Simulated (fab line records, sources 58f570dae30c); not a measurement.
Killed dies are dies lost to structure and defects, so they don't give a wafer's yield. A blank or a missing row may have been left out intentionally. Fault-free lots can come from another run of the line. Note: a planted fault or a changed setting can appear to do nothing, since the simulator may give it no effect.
Chamber matching / flow berkeley_cmos170 / 4 sister chambers for UCB170_GATE_ETCH_14 on rie_diel-01
The step etches BARC in N2/H2. 4 wafers are shown with their chamber, then 8 later ones without.

## WAFERS, EACH WITH ITS CHAMBER
wafer=L169.4; chamber=1; throttle_valve_pct (%)=12.98
wafer=L169.6; chamber=0; throttle_valve_pct (%)=13.66
wafer=L168.2; chamber=3; throttle_valve_pct (%)=13.36
wafer=L172.3; chamber=2; throttle_valve_pct (%)=13.04

## WAFERS WHOSE CHAMBER IS MISSING
wafer=L172.4; throttle_valve_pct (%)=13.65
wafer=L172.6; throttle_valve_pct (%)=13.65
wafer=L178.1; throttle_valve_pct (%)=13.64
wafer=L178.4; throttle_valve_pct (%)=13.04
wafer=L178.6; throttle_valve_pct (%)=13.65
wafer=L182.1; throttle_valve_pct (%)=13.66
wafer=L182.4; throttle_valve_pct (%)=12.99
wafer=L182.6; throttle_valve_pct (%)=12.99

## WHICH CHAMBER EACH WENT THROUGH
wafer=L172.4; from the rows above=0; in truth=0
wafer=L172.6; from the rows above=0; in truth=0
wafer=L178.1; from the rows above=0; in truth=0
wafer=L178.4; from the rows above=2; in truth=2
wafer=L178.6; from the rows above=0; in truth=0
wafer=L182.1; from the rows above=0; in truth=0
wafer=L182.4; from the rows above=1; in truth=1
wafer=L182.6; from the rows above=1; in truth=1
Correct placement for 8 of the 8. Number that these rows cannot place: 0. Placed wrongly: 0.
How it was worked out, from the rows above alone: a wafer's distance from a chamber is the root of the sum, over the readings, of the square of ((its reading less the chamber's mean) divided by the reading's scatter). The wafer belongs to the nearest chamber; if the next one is less than 2 further off, it can't be placed. For every chamber, the mean is computed from those of its wafers that are shown. The scatter: with one shown wafer a chamber, the root of the mean of the squares of how far each hidden wafer lies from its nearest shown one.
